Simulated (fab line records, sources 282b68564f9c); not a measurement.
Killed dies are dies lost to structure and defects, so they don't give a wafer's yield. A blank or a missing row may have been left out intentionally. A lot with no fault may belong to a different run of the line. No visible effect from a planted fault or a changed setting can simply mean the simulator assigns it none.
A lot that was struck, set against a sound lot ; flow rit cmos ; 20 out of 202 route steps
Sound: wafers L747.2, L747.3, L747.4. Wafers L751.2, L751.4, L751.6 were the ones struck. The cause comes at the end.
Per side, at each step with rows, come the tool, then ch with its chambers, and then its first start. Under that, the readings that differ: sound wafers ; struck wafers ; difference of the means ; sigmas: that difference in standard deviations of wafers without a fault.
alike: words and numbers the same on both sides, and readings whose means are apart by under 2 such deviations; not compared: readings that were withheld, readings missing a value for some wafer, numbers with overlapping values and no deviation given by the record, and bounds like >300 which may hide the same value.
The two part at a step that has a row with sigmas, a row that says differs or no value, or rows on one side only. Numbers that don't overlap but have no deviation are shown without sigmas and don't part them. Lack of a reading on every wafer of one side parts them only where that side has two or more wafers.

first, 2 steps without rows for these wafers: RIT_NWELL_HARDBAKE_07 (time 120 s); RIT_NWELL_IMPLANT_08.
RIT_NWELL_STRIP_09: strips in O2, time 180 s.
  sound on plasma asher-02 ch 0,1, day 2 17:03; struck on plasma asher-01 ch 0,1, day 3 12:53
  alike: drypump motor current A
  not compared: rf hours counter h
RIT_NWELL_TW_MEAS_10:
  sound: film metro-01 at day 2 17:14; struck: film metro-04 at day 3 13:04
  alike: NWELL_TW
then, 6 steps without rows for these wafers: RIT_PWELL_HMDS_00 (prime time 60 s); RIT_PWELL_COAT_01 (resist thk 1300 nm); RIT_PWELL_SOFTBAKE_02 (time 60 s); RIT_PWELL_EXPOSE_03 (exposes mask M3, target cd 43700 nm); RIT_PWELL_PEB_04; RIT_PWELL_DEVELOP_05 (develop time 68 s).
RIT_PWELL_OVL_MEAS_06:
  sound: overlay-01 at day 2 18:26; struck: overlay-01 at day 3 14:01
  alike: PWELL_OVL
then, 1 step without rows for these wafers: RIT_PWELL_HARDBAKE_07 (time 120 s).
RIT_PWELL_IMPLANT_08:
  sound on implanter-03 ch 0, day 2 18:44; struck on implanter-01 ch 0, day 3 14:19
reading;sound;struck;difference;sigmas
dose ions cm2;7.005e+13 7.011e+13 7.012e+13;8.131e+13 8.117e+13 8.118e+13;+1.113e+13;+99 or more
faraday current uA;223 218 216;260 267 256;+42;+9
RIT_PWELL_STRIP_09: strips in O2, time 180 s.
  sound on plasma asher-01 ch 0,1, day 2 18:52; struck on plasma asher-01 ch 0, day 3 14:26
  alike: drypump motor current A
  not compared: rf hours counter h
RIT_PWELL_TW_MEAS_10:
  sound: film metro-03 at day 2 19:02; struck: film metro-03 at day 3 14:37
reading;sound;struck;difference;sigmas
PWELL_TW;950 947 944;984 990 988;+40;+5
then, 1 step without rows for these wafers: RIT_WELLDRIVE_ANNEAL_00 (time 14700 s).
RIT_WELLDRIVE_RS_MEAS_01: measures by four-point-probe.
  sound: film metro-01 at day 3 00:11; struck: film metro-03 at day 3 20:14
  alike: NWELL_RS
RIT_WELLDRIVE_RS_MEAS_02: measures by four-point-probe.
  sound: film metro-01 at day 3 00:19; struck: film metro-03 at day 3 20:21
reading;sound;struck;difference;sigmas
PWELL_RS (ohm/sq);430.6 429.0 430.3;390.4 392.0 391.0;-38.8;-35
then, 1 step without rows for these wafers: RIT_NRETRO_HMDS_00 (prime time 60 s).
RIT_M1_PROBE_99:
  sound: prober-01 at day 4 04:32; struck: prober-01 at day 5 04:14
reading;sound;struck;difference;sigmas
model.etest.nmos_0p3.r on ohm um;2091 2149 2154;2258 2239 2233;+112;
model.etest.pwell pinched.rs ohm sq;449.9 447.2 447;416.8 405.7 410.4;-37.1;
model.etest.pwell.rs ohm sq;413.4 410.3 404.6;374 374.6 373.7;-35;
model.etest.nmos turned.drive ua um;346.8 324.3 337.7;307.4 314.5 305.4;-27.2;
model.etest.nmos_0p15.drive ua um;486.7 468.2 468.3;436.9 444.2 443.7;-32.8;
model.etest.nmos narrow.drive ua um;229.4 225 224.9;208.1 205.5 208.8;-19.0;
model.etest.nmos_0p3.drive ua um;232.6 224.7 227.5;206.3 205.1 207.6;-21.9;
model.etest.well edge left.line ohm um;180.2 181.2 182.8;186.9 187.2 189.1;+6.3;
  alike: killed at contacts, killed at front end, killed dies, killed open, killed short

WHERE THEY PART
Last at RIT_WELLDRIVE_RS_MEAS_02 as far as this record goes, first at RIT_PWELL_IMPLANT_08. Later steps at which nothing parts them and some readings are alike: RIT_M1_PROBE_99.

WHY: the cause the simulator had injected
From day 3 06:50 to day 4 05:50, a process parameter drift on implanter-01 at RIT_PWELL_IMPLANT_08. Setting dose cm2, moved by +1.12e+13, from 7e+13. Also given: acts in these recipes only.
